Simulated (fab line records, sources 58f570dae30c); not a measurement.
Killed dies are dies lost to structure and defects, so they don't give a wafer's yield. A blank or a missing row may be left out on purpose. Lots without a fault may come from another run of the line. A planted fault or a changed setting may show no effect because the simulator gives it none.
Problem report in the 8D (eight disciplines) form, filled by code | flow berkeley_cmos170 | the parts of the form that need people (team, actions taken, sign-off) are left out

1. THE PROBLEM
ACTIVE_NITRIDE_THK at UCB170_ACTIVE_THK_MEAS_06 reads a mean of 169.2 nm on 12 wafers of 4 lots; wafers without a fault read 221.5 nm with a standard deviation of 1.5. That is -35 standard deviations from the usual mean.
First seen on wafer L407.2, day 6 21:53, on film_metro-03. The record holds 48 wafers of 16 lots with a number at this step. Rule for "out", or "out of limits": more than 4 standard deviations from the usual mean. The other wafers with a number count as sound.

2. WHAT IT IS AND WHAT IT IS NOT
question                    | is                           | is not
which readings at this step | ACTIVE_NITRIDE_THK           | -
which lots                  | L407, L408, L409, L410       | L395, L396, L398, L399, L401, L403, L404, L405, L414, L415, L416, L417
which wafers of those lots  | all that have a number       | -
read on which gauges        | film_metro-01, film_metro-03 | film_metro-04
when                        | from day 6 21:53             | up to then (24 sound wafers); but 12 sound wafers of L414, L415, L416, L417 came after

3. SUSPECTS, AND WHAT RULES EACH OUT
Counting: a tool at a process step up to the reading stays a suspect if it ran every lot that is out and no sound lot after the first of them.
- the gauge at UCB170_ACTIVE_THK_MEAS_06: ruled out. The wafers that are out were read on 2 gauges (film_metro-01, film_metro-03).
- lpcvd-02 at UCB170_ACTIVE_CVD_05 (deposits Si3N4 from SiH2Cl2/NH3, target thk 220 nm, time 3300 s): kept. It ran every lot that is out, first L407 (day 6 19:57), and no sound lot after that; its last sound lot up to then is L404 (day 6 09:17).
Left after counting: lpcvd-02 at UCB170_ACTIVE_CVD_05.

4. THE CAUSE (what the simulator had put in)
Site profile drift: lpcvd-02, from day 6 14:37 on, at UCB170_ACTIVE_CVD_05. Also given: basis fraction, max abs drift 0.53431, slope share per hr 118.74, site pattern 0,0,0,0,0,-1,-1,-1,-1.
Counting left only this tool.

5. THE CHAIN OF EFFECTS, in route order
Each row: a reading whose mean over the struck wafers that have a number lies more than 3 standard deviations from the usual. Only readings for which the record gives a usual standard deviation are gone through. hours: the time from each lot's start at the first step in this table that gives one to its start at this step, as a median over the lots. sigmas: the change in usual standard deviations.
hours | step                      | reading            | usual      | on struck wafers | change | sigmas
0     | UCB170_ACTIVE_THK_MEAS_06 | ACTIVE_NITRIDE_THK | 221.5 nm   | 169.2            | -52.3  | -35
2     | UCB170_ACTIVE_ETCH_15     | oes_product_au     | 0.938 a.u. | 0.801            | -0.137 | -9.1
The process steps in it:
- UCB170_ACTIVE_ETCH_15: etches Si3N4 in CH3F/Ar/O2, stops on SiO2, target depth 242 nm, time 151 s.
Later measuring or inspecting steps at which every struck wafer that the step has a row for has a number for every such reading, and none has moved that far: UCB170_NVT_OVL_MEAS_06.

6. WHAT WOULD HAVE CAUGHT IT SOONER
In this record the first reading out of limits at a measuring or inspecting step was taken at day 6 21:53, 7 hours after the fault began at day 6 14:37.
Of the tool readings at UCB170_ACTIVE_CVD_05 for which the record gives a usual standard deviation, none was out on any struck wafer, so an alarm limit of 4 standard deviations on them would not have fired.
Of the lots that are out (4), L409, L410 began UCB170_ACTIVE_CVD_05 on lpcvd-02 after day 6 21:53. A hold on the tool at that time would have spared those 2.
